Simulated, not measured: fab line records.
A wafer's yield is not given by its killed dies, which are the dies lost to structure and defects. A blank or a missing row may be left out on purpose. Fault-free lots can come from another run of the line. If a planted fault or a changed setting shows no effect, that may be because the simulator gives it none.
fab line records	flow berkeley-cmos170
[record] lots = 5	wafers = 23
route steps=331 shown NWELL@15 PWELL@36 ACTIVE@68 FIELD@90
start-h: start of the lot's first displayed wafer, in hours after the record's first day	wait-h: time in hours since the lot's previous step	" same as the row above	L1.1+2: a row that stands for several wafers	- value missing, or start not given	* or withheld: withheld	< > ~ a bound
route shown NAME@n: a module of which the file shows steps, and the number in the route of the first	usual: the fault-free wafers' mean and standard deviation	same: alike in all rows	chamber/n: place in a boat	sites: per-site readings	_std_site: the standard deviation of these	_edge_site: the outer-site mean with the inner-site mean subtracted	radius-mm: for every site, how far away it sits from the centre of the wafer	mask NAME#n: copy n	behind: the most recent tool/chamber to have shaped the wafer	hold: cause of the lot's hold/its duration in hours/its outcome	device: transistor that didn't switch, given as n, p or np	end of line: the same wafers' tests at the end of the route	a step with no rows: only its recipe	killed: the dies lost at the first sort to structure and to defects; this is not the yield of the wafer	map: per-die view of a wafer (x killed, . not killed, _ where there is no die)
set.NAME: setting as actually run; set.NAME@STEP: the setting as run at that earlier step	model.NAME: the simulator's own value behind a step, which no gauge read
lots whose settings were changed on purpose; a table a step, a row a wafer
[[steps]]
[step UCB170_NWELL_OXIDATION_01]
[recipe] temp-c = 1000	ambient = O2	target-thk-a = 264	ox-time-s = 1260
lot.wafer	tool	chamber	start-h	wait-h	set.temp-c	model.SiO2_of_NWELL_OXIDATION_01.thk-nm
L074.2	furnace-02	0	20.93	2.5	1000	26.35
L074.3	"	0	"	"	1000	26.34
L074.5	"	0	"	"	1000	26.38
L076.1	-	-	-	1.9	1014	29.79
L076.2	"	-	"	"	1014	29.8
L076.4	"	-	"	"	1014	29.46
L076.5	"	-	"	"	1014	29.9
L076.6	"	-	"	"	1014	30.08
L080.1	-	-	-	2.1	1000	25.69
L080.3	"	-	"	"	1000	25.58
L080.4	"	-	"	"	1000	26.08
L080.5	"	-	"	"	1000	25.43
L080.6	"	-	"	"	1000	25.72
L081.2+6	-	-	-	1.1	1026	31.89
L081.3	"	-	"	"	1026	32.45
L081.4	"	-	"	"	1026	32.61
L081.5	"	-	"	"	1026	32.35
L083.1	-	-	-	2.8	973.6	20.92
L083.2	"	-	"	"	973.6	20.69
L083.3+5	"	-	"	"	973.6	21.06
L083.6	"	-	"	"	973.6	20.53
[step UCB170_NWELL_THK_MEAS_02]
[recipe] reads = SiO2_of_NWELL_OXIDATION_01
[usual] NWELL_OXIDE_THK = 26.3/0.46
lot.wafer	tool	chamber	start-h	wait-h	set.temp-c@NWELL_OXIDATION_01	NWELL_OXIDE_THK[nm]
L074.2	film-metro-03	-	22.29	0.0	1000	26.4
L074.3	"	-	"	"	1000	26.3
L074.5	"	-	"	"	1000	26.4
L076.1	film-metro-03	-	-	-	1014	29.8
L076.2	"	-	"	"	1014	29.8
L076.4	"	-	"	"	1014	29.4
L076.5	"	-	"	"	1014	29.9
L076.6	"	-	"	"	1014	30.1
L080.1	film-metro-03	-	-	-	1000	25.7
L080.3	"	-	"	"	1000	25.6
L080.4	"	-	"	"	1000	26.1
L080.5	"	-	"	"	1000	25.4
L080.6	"	-	"	"	1000	25.7
L081.2	film-metro-04	-	-	-	1026	31.9
L081.3	"	-	"	"	1026	32.5
L081.4	"	-	"	"	1026	32.6
L081.5	"	-	"	"	1026	32.4
L081.6	"	-	"	"	1026	31.9
L083.1	film-metro-04	-	-	-	973.6	20.9
L083.2	"	-	"	"	973.6	20.7
L083.3	"	-	"	"	973.6	21.0
L083.5	"	-	"	"	973.6	21.1
L083.6	"	-	"	"	973.6	20.5
[step UCB170_NWELL_PEB_10]
[recipe] peb-temp-c = 130	peb-time-s = withheld	resist = KrF
lot.wafer	tool	chamber	start-h	wait-h	set.peb-temp-c
L074.2+3+5	litho-track-04	0	31.65	0.1	130
L076.1+2+6	litho-track-04	0	44.76	0.1	130
L076.4+5	"	0	"	"	133.1
L080.1+3+4+5+6	litho-track-01	0	66.49	0.4	130
L081.2+3	litho-track-01	0	66.79	0.5	130
L081.4+5+6	"	0	"	"	132.8
L083.1+6	litho-track-04	0	77.08	0.3	132.2
L083.2+3+5	"	0	"	"	130
[step UCB170_NWELL_DEVELOP_11]
[recipe] developer = TMAH	develop-time-s = 45	resist = KrF	dev-temp-c = 21
[step UCB170_NWELL_ETCH_13]
[recipe] chemistry = CH3F/Ar/O2	target = Si3N4	stop-on = SiO2	CH3F_flow_sccm = 20	Ar_flow_sccm = 50	O2_flow_sccm = 7	pressure-mtorr = 50	rf-w = 450	target-depth-a = 2464	over-etch-frac = 0.1	time-s = 154
lot.wafer	tool	chamber	start-h	wait-h	set.peb-temp-c@NWELL_PEB_10	model.NWELL.cd-nm
L074.2+5	rie-diel-04	1,3	31.93	0.0	130	2998
L074.3	"	2	"	"	130	2997
L076.1	rie-diel-04	0	45.08	0.0	130	3002
L076.2	"	1	"	"	130	3004
L076.4	"	1	"	"	133.1	3021
L076.5	"	3	"	"	133.1	3022
L076.6	"	0	"	"	130	3003
L080.1+6	rie-diel-04	2,0	66.80	0.0	130	2998
L080.3+4	"	1,3	"	"	130	2999
L080.5	"	3	"	"	130	-
L081.2	rie-diel-02	3	67.08	0.0	130	3000
L081.3	"	0	"	"	130	2999
L081.4+5	"	0,3	"	"	132.8	3017
L081.6	"	2	"	"	132.8	3016
L083.1	rie-diel-02	2	77.39	0.0	132.2	3011
L083.2+5	"	1,2	"	"	130	2999
L083.3	"	0	"	"	130	3000
L083.6	"	1	"	"	132.2	3013
[step UCB170_PWELL_OXIDATION_02]
[recipe] temp-c = 1000	ambient = O2	target-thk-a = 264	ox-time-s = 1260
lot.wafer	tool	chamber	start-h	wait-h	set.temp-c	model.SiO2_of_PWELL_OXIDATION_02.thk-nm
L074.2	furnace-02	0	41.55	4.0	1000	26.4
L074.3	"	0	"	"	1000	26.14
L074.5	"	0	"	"	1000	26.84
L076.1	-	-	-	2.8	983.6	22.47
L076.2	"	-	"	"	983.6	22.77
L076.4	"	-	"	"	983.6	22.58
L076.5	"	-	"	"	983.6	22.89
L076.6	"	-	"	"	983.6	22.98
L080.1	-	-	-	4.3	1019	30.65
L080.3	"	-	"	"	1019	30.19
L080.4	"	-	"	"	1019	30.63
L080.5	"	-	"	"	1019	30.36
L080.6	"	-	"	"	1019	30.47
L081.2	-	-	-	3.9	987.5	23.4
L081.3	"	-	"	"	987.5	23.57
L081.4	"	-	"	"	987.5	22.99
L081.5	"	-	"	"	987.5	23.34
L081.6	"	-	"	"	987.5	22.94
L083.1	-	-	-	5.3	988.8	22.69
L083.2	"	-	"	"	988.8	23.05
L083.3	"	-	"	"	988.8	23.14
L083.5	"	-	"	"	988.8	22.61
L083.6	"	-	"	"	988.8	23.16
[step UCB170_PWELL_THK_MEAS_03]
[recipe] reads = SiO2_of_PWELL_OXIDATION_02
[usual] PWELL_OXIDE_THK = 26.5/0.48
lot.wafer	tool	chamber	start-h	wait-h	set.temp-c@PWELL_OXIDATION_02	PWELL_OXIDE_THK[nm]
L074.2	film-metro-03	-	42.91	0.0	1000	26.4
L074.3	"	-	"	"	1000	26.1
L074.5	"	-	"	"	1000	26.9
L076.1	film-metro-04	-	-	-	983.6	22.5
L076.2	"	-	"	"	983.6	22.8
L076.4	"	-	"	"	983.6	22.5
L076.5	"	-	"	"	983.6	22.9
L076.6	"	-	"	"	983.6	23.0
L080.1	film-metro-03	-	-	-	1019	30.7
L080.3	"	-	"	"	1019	30.2
L080.4	"	-	"	"	1019	30.6
L080.5	"	-	"	"	1019	30.4
L080.6	"	-	"	"	1019	30.5
L081.2	film-metro-02	-	-	-	987.5	23.4
L081.3	"	-	"	"	987.5	23.6
L081.4	"	-	"	"	987.5	23.0
L081.5	"	-	"	"	987.5	23.3
L081.6	"	-	"	"	987.5	23.0
L083.1	film-metro-02	-	-	-	988.8	22.7
L083.2	"	-	"	"	988.8	23.1
L083.3	"	-	"	"	988.8	23.2
L083.5	"	-	"	"	988.8	22.6
L083.6	"	-	"	"	988.8	23.2
[step UCB170_PWELL_ETCH_14]
[recipe] chemistry = CH3F/Ar/O2	target = Si3N4	stop-on = SiO2	CH3F_flow_sccm = 20	Ar_flow_sccm = 50	O2_flow_sccm = 7	pressure-mtorr = 50	rf-w = 450	target-depth-a = 2420	over-etch-frac = 0.1	time-s = 151
lot.wafer	tool	chamber	start-h	wait-h	set.rf-w	set.temp-c@PWELL_OXIDATION_02	model.SiO2_of_PWELL_OXIDATION_02.thk-nm
L074.2	rie-diel-01	1	52.96	0.0	450	1000	22.32
L074.3	"	0	"	"	450	1000	22.46
L074.5	"	0	"	"	450	1000	23.16
L076.1	rie-diel-03	1	64.01	0.0	450	983.6	18.52
L076.2	"	0	"	"	450	983.6	19.15
L076.4	"	2	"	"	450	983.6	18.7
L076.5	"	3	"	"	450	983.6	19.16
L076.6	"	2	"	"	450	983.6	19.1
L080.1	rie-diel-04	1	90.14	0.0	450	1019	26.93
L080.3	"	3	"	"	450	1019	26.47
L080.4	"	0	"	"	410.1	1019	27.16
L080.5	"	0	"	"	410.1	1019	26.87
L080.6	"	1	"	"	410.1	1019	26.99
L081.2	rie-diel-03	1	90.36	0.0	450	987.5	19.45
L081.3	"	0	"	"	450	987.5	19.95
L081.4	"	2	"	"	450	987.5	19.11
L081.5	"	2	"	"	450	987.5	19.48
L081.6	"	3	"	"	450	987.5	19.21
L083.1	rie-diel-04	2	99.33	0.0	450	988.8	18.34
L083.2	"	3	"	"	450	988.8	19.32
L083.3	"	0	"	"	450	988.8	19.08
L083.5	"	3	"	"	450	988.8	18.9
L083.6	"	0	"	"	450	988.8	19.09
[step UCB170_PWELL_IMPLANT_15]
[recipe] species = B	dose-cm2 = 5e+12	energy-kev = 60	tilt-deg = 7
lot.wafer	tool	chamber	start-h	wait-h	set.dose-cm2
L074.2+3+5	implanter-01	0	53.09	0.1	5e+12
L076.1+2+4+5+6	implanter-03	0	64.11	0.1	5e+12
L080.1+4	implanter-02	0	90.24	0.1	5e+12
L080.3+5+6	"	0	"	"	5.16e+12
L081.2+5+6	implanter-01	0	90.48	0.1	5.315e+12
L081.3+4	"	0	"	"	5e+12
L083.1+2+3	implanter-02	0	99.43	0.1	5e+12
L083.5+6	"	0	"	"	5.198e+12
[step UCB170_PWELL_STRIP_16]
[recipe] chemistry = O2	power-w = 400	pressure-mtorr = 3500	platen-temp-c = withheld	o2-flow-sccm = 400	overash-fraction = 0.5
[step UCB170_PWELL_TW_MEAS_17]
[usual] PWELL_TW = 379.8/2.4
lot.wafer	tool	chamber	start-h	wait-h	set.dose-cm2@PWELL_IMPLANT_15	PWELL_TW
L074.2	film-metro-02	-	53.32	0.1	5e+12	381.7
L074.3	"	-	"	"	5e+12	381.3
L074.5	"	-	"	"	5e+12	379.7
L076.1	film-metro-03	-	64.36	0.1	5e+12	381.2
L076.2	"	-	"	"	5e+12	380.1
L076.4	"	-	"	"	5e+12	380.4
L076.5	"	-	"	"	5e+12	382.1
L076.6	"	-	"	"	5e+12	382.0
L080.1	film-metro-03	-	90.49	0.1	5e+12	380.4
L080.3	"	-	"	"	5.16e+12	382.9
L080.4	"	-	"	"	5e+12	380.0
L080.5	"	-	"	"	5.16e+12	382.5
L080.6	"	-	"	"	5.16e+12	383.2
L081.2	film-metro-03	-	90.72	0.1	5.315e+12	389.3
L081.3	"	-	"	"	5e+12	377.4
L081.4	"	-	"	"	5e+12	381.6
L081.5	"	-	"	"	5.315e+12	387.1
L081.6	"	-	"	"	5.315e+12	385.0
L083.1	film-metro-02	-	99.68	0.1	5e+12	382.6
L083.2	"	-	"	"	5e+12	380.8
L083.3	"	-	"	"	5e+12	380.2
L083.5	"	-	"	"	5.198e+12	384.8
L083.6	"	-	"	"	5.198e+12	385.4
[step UCB170_ACTIVE_COAT_08]
[recipe] resist = KrF	spin-rpm = 1500	resist-thk-nm = 900
lot.wafer	tool	chamber	start-h	wait-h	set.resist-thk-nm	model.KrF_of_ACTIVE_COAT_08.thk-nm
L074.2	litho-track-01	0	89.18	0.1	900	900.3
L074.3	"	0	"	"	900	901.7
L074.5	"	0	"	"	900	904.3
L076.1	litho-track-02	0	99.45	0.1	900	903.7
L076.2	"	0	"	"	846.4	849.8
L076.4	"	0	"	"	846.4	849.5
L076.5	"	0	"	"	900	904.6
L076.6	"	0	"	"	846.4	848.5
L081.2	litho-track-02	0	122.59	0.1	950.5	952.9
L081.3	"	0	"	"	950.5	950.9
L081.4	"	0	"	"	950.5	953.5
L081.5	"	0	"	"	900	902.4
L081.6	"	0	"	"	900	902.7
L080.1	litho-track-03	0	122.59	0.1	900	898.4
L080.3	"	0	"	"	871.2	869.1
L080.4	"	0	"	"	871.2	870
L080.5	"	0	"	"	900	897.4
L080.6	"	0	"	"	900	898.6
L083.1	litho-track-02	0	132.18	0.1	900	900.8
L083.2	"	0	"	"	900	898.3
L083.3	"	0	"	"	900	896.4
L083.5	"	0	"	"	900	901.6
L083.6	"	0	"	"	900	899.4
[step UCB170_ACTIVE_SOFTBAKE_09]
[recipe] resist = KrF	temp-c = 130	time-s = 60
lot.wafer	tool	chamber	start-h	wait-h	set.time-s
L074.2+3+5	litho-track-01	0	89.33	0.1	60
L076.1+2+4+5+6	litho-track-02	0	99.60	0.1	60
L081.2+6	litho-track-02	0	122.74	0.1	51.62
L081.3+4+5	"	0	"	"	60
L080.1+4+6	litho-track-03	0	122.74	0.1	60
L080.3+5	"	0	"	"	66.58
L083.1+2+3+5+6	litho-track-02	0	132.33	0.1	60
[step UCB170_ACTIVE_EXPOSE_10]
[recipe] mask-id = ACTIVE	target-cd-nm = 1200	na = 0.5	sigma-outer = 0.6	source-shape = conventional	dose-mj = 20
[step UCB170_ACTIVE_PEB_11]
[recipe] peb-temp-c = 130	peb-time-s = withheld	resist = KrF
[step UCB170_ACTIVE_ETCH_15]
[recipe] chemistry = CH3F/Ar/O2	target = Si3N4	stop-on = SiO2	CH3F_flow_sccm = 20	Ar_flow_sccm = 50	O2_flow_sccm = 7	pressure-mtorr = 50	rf-w = 450	target-depth-a = 2420	over-etch-frac = 0.1	time-s = 151
lot.wafer	tool	chamber	start-h	wait-h	set.resist-thk-nm@ACTIVE_COAT_08	model.KrF_of_ACTIVE_COAT_08.thk-nm
L074.2	rie-diel-02	0	91.32	0.0	900	723
L074.3	"	3	"	"	900	721.9
L074.5	"	2	"	"	900	729.9
L076.1	rie-diel-01	2	100.56	0.0	900	726.9
L076.2	"	0	"	"	846.4	667.9
L076.4	"	3	"	"	846.4	676.2
L076.5	"	3	"	"	900	730.3
L076.6	"	0	"	"	846.4	666.6
L081.2	rie-diel-04	0	123.93	0.0	950.5	776.6
L081.3	"	1	"	"	950.5	773.5
L081.4	"	3	"	"	950.5	774.7
L081.5	"	3	"	"	900	723.7
L081.6	"	0	"	"	900	728.3
L080.1	rie-diel-02	1	123.98	0.0	900	719.4
L080.3	"	3	"	"	871.2	689.9
L080.4	"	0	"	"	871.2	696.3
L080.5	"	1	"	"	900	717.4
L080.6	"	2	"	"	900	727.4
L083.1+6	rie-diel-01	2	133.68	0.0	900	723.8
L083.2	"	1	"	"	900	722.7
L083.3	"	0	"	"	900	719.6
L083.5	"	1	"	"	900	724.2
[step UCB170_ACTIVE_STRIP_16]
[recipe] chemistry = O2	power-w = 400	pressure-mtorr = 3500	platen-temp-c = withheld	o2-flow-sccm = 400	overash-fraction = 0.5
[usual] strip-time-to-endpoint-s = 18.07/0.073
lot.wafer	tool	chamber	start-h	wait-h	set.resist-thk-nm@ACTIVE_COAT_08	strip-time-to-endpoint-s
L074.2	plasma-asher-01	1	91.43	0.1	900	18.03
L074.3	"	0	"	"	900	18.01
L074.5	"	1	"	"	900	18.23
L076.1	plasma-asher-01	0	100.66	0.1	900	18.15
L076.2	"	1	"	"	846.4	16.72
L076.4	"	0	"	"	846.4	16.92
L076.5	"	1	"	"	900	18.22
L076.6	"	0	"	"	846.4	16.71
L081.2	plasma-asher-02	0	124.03	0.1	950.5	19.35
L081.3	"	1	"	"	950.5	19.27
L081.4	"	0	"	"	950.5	19.31
L081.5	"	1	"	"	900	18.08
L081.6	"	0	"	"	900	18.18
L080.1	plasma-asher-03	0	124.08	0.1	900	17.97
L080.3	"	0	"	"	871.2	17.27
L080.4	"	1	"	"	871.2	17.42
L080.5	"	0	"	"	900	17.93
L080.6	"	1	"	"	900	18.16
L083.1	plasma-asher-01	0	133.78	0.1	900	18.06
L083.2	"	1	"	"	900	18.05
L083.3	"	1	"	"	900	17.97
L083.5	"	1	"	"	900	18.08
L083.6	"	0	"	"	900	18.06
[step UCB170_FIELD_OXIDATION_01]
[recipe] temp-c = 1000	ambient = H2O	p-h2o-torr = 584.62	target-thk-a = 5583	ox-time-s = 7200
lot.wafer	tool	chamber	start-h	wait-h	set.ox-time-s	model.SiO2_of_FIELD_OXIDATION_01.thk-nm
L074.2	furnace-01	0	101.41	3.3	7200	547.6
L074.3	"	0	"	"	7200	544.2
L074.5	"	0	"	"	7200	548.4
L076.1	-	-	-	3.0	8047	586.8
L076.2	"	-	"	"	8047	587.4
L076.4	"	-	"	"	8047	579.1
L076.5	"	-	"	"	8047	591.3
L076.6	"	-	"	"	8047	591.9
L080.1	-	-	-	2.8	7200	534.7
L080.3	"	-	"	"	7200	542.9
L080.4	"	-	"	"	7200	542.1
L080.5	"	-	"	"	7200	545.2
L080.6	"	-	"	"	7200	556
L081.2	-	-	-	2.8	6820	531.5
L081.3	"	-	"	"	6820	536.6
L081.4	"	-	"	"	6820	532.1
L081.5	"	-	"	"	6820	519
L081.6	"	-	"	"	6820	526.9
L083.1	-	-	-	4.8	6497	502.9
L083.2	"	-	"	"	6497	513
L083.3	"	-	"	"	6497	512.3
L083.5	"	-	"	"	6497	507.7
L083.6	"	-	"	"	6497	497.8
[step UCB170_FIELD_THK_MEAS_02]
[recipe] reads = SiO2_of_FIELD_OXIDATION_01
[usual] FIELD_OXIDE_THK = 547/7.2
lot.wafer	tool	chamber	start-h	wait-h	set.ox-time-s@FIELD_OXIDATION_01	FIELD_OXIDE_THK[nm]
L074.2	film-metro-02	-	104.44	0.0	7200	547
L074.3	"	-	"	"	7200	544
L074.5	"	-	"	"	7200	549
L076.1	film-metro-04	-	-	-	8047	587
L076.2	"	-	"	"	8047	587
L076.4	"	-	"	"	8047	579
L076.5	"	-	"	"	8047	591
L076.6	"	-	"	"	8047	592
L080.1	film-metro-03	-	-	-	7200	534
L080.3	"	-	"	"	7200	543
L080.4	"	-	"	"	7200	542
L080.5	"	-	"	"	7200	545
L080.6	"	-	"	"	7200	556
L081.2	film-metro-02	-	-	-	6820	532
L081.3	"	-	"	"	6820	537
L081.4	"	-	"	"	6820	532
L081.5	"	-	"	"	6820	519
L081.6	"	-	"	"	6820	527
L083.1	film-metro-02	-	-	-	6497	504
L083.2	"	-	"	"	6497	513
L083.3	"	-	"	"	6497	513
L083.5	"	-	"	"	6497	508
L083.6	"	-	"	"	6497	498
[step UCB170_FIELD_ANNEAL_03]
[recipe] temp-c = 1000	time-s = 1200	ambient = N2
[step UCB170_FIELD_WET_ETCH_04]
[recipe] chemistry = dHF	dilution = 10:1	target = SiO2	temp-c = 25	time-s = 60
[step UCB170_FIELD_WET_ETCH_05]
[recipe] chemistry = H3PO4	target = Si3N4	temp-c = 160	time-s = 12600
lot.wafer	tool	chamber	start-h	wait-h	set.ox-time-s@FIELD_OXIDATION_01	model.SiO2_of_FIELD_OXIDATION_01.thk-nm
L074.2	wet-bench-03	0	109.21	0.0	7200	481.1
L074.3	"	0	"	"	7200	477.9
L074.5	"	0	"	"	7200	482.2
L076.1	wet-bench-01	3	111.52	0.0	8047	520.9
L076.2	"	3	"	"	8047	521.7
L076.4	"	3	"	"	8047	513.2
L076.5	"	3	"	"	8047	525.5
L076.6	"	3	"	"	8047	526.1
L080.1	wet-bench-01	1	139.53	0.0	7200	467.7
L080.3	"	1	"	"	7200	475.6
L080.4	"	1	"	"	7200	474.8
L080.5	"	1	"	"	7200	478.1
L080.6	"	1	"	"	7200	489
L081.2	wet-bench-01	3	139.53	0.0	6820	464.3
L081.3	"	3	"	"	6820	469.5
L081.4	"	3	"	"	6820	465.1
L081.5	"	3	"	"	6820	452
L081.6	"	3	"	"	6820	459.8
L083.1	wet-bench-03	2	149.88	0.0	6497	436
L083.2	"	2	"	"	6497	446.6
L083.3	"	2	"	"	6497	445.9
L083.5	"	2	"	"	6497	441.3
L083.6	"	2	"	"	6497	431.6
[step UCB170_FIELD_WET_ETCH_06]
[recipe] chemistry = BOE	dilution = 5:1	target = SiO2	temp-c = 25	time-s = 22
[step UCB170_FIELD_THK_MEAS_90]
[recipe] reads = SiO2_of_FIELD_OXIDATION_01
[usual] FIELD_OXIDE_LEFT_1_THK = 431/7.3
lot.wafer	tool	chamber	start-h	wait-h	set.ox-time-s@FIELD_OXIDATION_01	FIELD_OXIDE_LEFT_1_THK[nm]
L074.2	film-metro-03	-	112.74	0.0	7200	431
L074.3	"	-	"	"	7200	427
L074.5	"	-	"	"	7200	432
L076.1	film-metro-03	-	115.04	0.0	8047	472
L076.2	"	-	"	"	8047	473
L076.4	"	-	"	"	8047	464
L076.5	"	-	"	"	8047	476
L076.6	"	-	"	"	8047	477
L080.1	film-metro-03	-	143.06	0.0	7200	417
L080.3	"	-	"	"	7200	425
L080.4	"	-	"	"	7200	424
L080.5	"	-	"	"	7200	427
L080.6	"	-	"	"	7200	438
L081.2	film-metro-04	-	143.07	0.0	6820	415
L081.3	"	-	"	"	6820	420
L081.4	"	-	"	"	6820	415
L081.5	"	-	"	"	6820	402
L081.6	"	-	"	"	6820	410
L083.1	film-metro-03	-	153.75	0.0	6497	386
L083.2	"	-	"	"	6497	397
L083.3	"	-	"	"	6497	395
L083.5	"	-	"	"	6497	391
L083.6	"	-	"	"	6497	381
[[key]]
[split] step = UCB170_NWELL_OXIDATION_01	setting = temp-c	stated = 1000	by = lot
[response] step = UCB170_NWELL_OXIDATION_01	reading = model.SiO2_of_NWELL_OXIDATION_01.thk-nm	change = +2.21	per = 1%	r = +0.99
[response] step = UCB170_NWELL_THK_MEAS_02	reading = NWELL_OXIDE_THK	change = +2.21	per = 1%	r = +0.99
[split] step = UCB170_NWELL_PEB_10	setting = peb-temp-c	stated = 130	by = wafer
[response] step = UCB170_NWELL_ETCH_13	reading = model.NWELL.cd-nm	change = +7.74	per = 1%	r = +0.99
[split] step = UCB170_PWELL_OXIDATION_02	setting = temp-c	stated = 1000	by = lot
[response] step = UCB170_PWELL_OXIDATION_02	reading = model.SiO2_of_PWELL_OXIDATION_02.thk-nm	change = +2.3	per = 1%	r = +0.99
[response] step = UCB170_PWELL_THK_MEAS_03	reading = PWELL_OXIDE_THK	change = +2.3	per = 1%	r = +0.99
[response] step = UCB170_PWELL_ETCH_14	reading = model.SiO2_of_PWELL_OXIDATION_02.thk-nm	change = +2.38	per = 1%	r = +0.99
[split] step = UCB170_PWELL_ETCH_14	setting = rf-w	stated = 450	by = wafer
response none clear
[split] step = UCB170_PWELL_IMPLANT_15	setting = dose-cm2	stated = 5e+12	by = wafer
[response] step = UCB170_PWELL_TW_MEAS_17	reading = PWELL_TW	change = +1.1	per = 1%	r = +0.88
[split] step = UCB170_ACTIVE_COAT_08	setting = resist-thk-nm	stated = 900	by = wafer
[response] step = UCB170_ACTIVE_COAT_08	reading = model.KrF_of_ACTIVE_COAT_08.thk-nm	change = +9.04	per = 1%	r = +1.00
[response] step = UCB170_ACTIVE_ETCH_15	reading = model.KrF_of_ACTIVE_COAT_08.thk-nm	change = +9.23	per = 1%	r = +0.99
[response] step = UCB170_ACTIVE_STRIP_16	reading = strip-time-to-endpoint-s	change = *	per = 1%	r = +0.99
[split] step = UCB170_ACTIVE_SOFTBAKE_09	setting = time-s	stated = 60	by = wafer
response none clear
[split] step = UCB170_FIELD_OXIDATION_01	setting = ox-time-s	stated = 7200	by = lot
[response] step = UCB170_FIELD_OXIDATION_01	reading = model.SiO2_of_FIELD_OXIDATION_01.thk-nm	change = +3.65	per = 1%	r = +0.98
[response] step = UCB170_FIELD_THK_MEAS_02	reading = FIELD_OXIDE_THK	change = +3.64	per = 1%	r = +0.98
[response] step = UCB170_FIELD_WET_ETCH_05	reading = model.SiO2_of_FIELD_OXIDATION_01.thk-nm	change = +3.69	per = 1%	r = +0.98
[response] step = UCB170_FIELD_THK_MEAS_90	reading = FIELD_OXIDE_LEFT_1_THK	change = +3.75	per = 1%	r = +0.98
